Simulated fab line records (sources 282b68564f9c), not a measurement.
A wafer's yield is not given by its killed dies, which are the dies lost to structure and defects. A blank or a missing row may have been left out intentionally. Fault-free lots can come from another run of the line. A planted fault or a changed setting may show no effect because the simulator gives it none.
Matching of chambers ; flow rit cmos ; RIT_SPACER_CLEAN_00 on wet bench-03: 3 sister chambers
The step cleans in SC1, time 600 s. 3 wafers are shown with their chamber, then 4 later ones without.

## EACH WAFER AND ITS CHAMBER
wafer;chamber;run length s (s)
L782.5;2;626.5
L785.4;1;630.7
L786.2;3;625.9

## WAFERS WITH NO CHAMBER GIVEN
wafer;run length s (s)
L786.4;625.9
L794.1;623.4
L794.2;623.4
L794.3;623.4

## WHICH CHAMBER EACH WENT THROUGH
wafer;from the rows above;in truth
L786.4;can't be placed: 3 or 2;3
L794.1;can't be placed: 3 or 2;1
L794.2;can't be placed: 3 or 2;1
L794.3;can't be placed: 3 or 2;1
Correct placement for 0 of the 4. Unplaceable from these rows: 4, with the true chamber sitting among the candidates in 1. Placed wrongly: 0.
How it was worked out, from the rows above alone: a wafer's distance from a chamber is the root of the sum, over the readings, of the square of ((its reading less the chamber's mean) divided by the reading's scatter). If the next closest chamber is less than 2 further off than the closest, the wafer can't be placed; otherwise it belongs to the closest. The mean given for a chamber averages the wafers shown for that chamber. The scatter: root of mean squared gap, hidden wafer to nearest shown wafer, with one shown wafer a chamber.
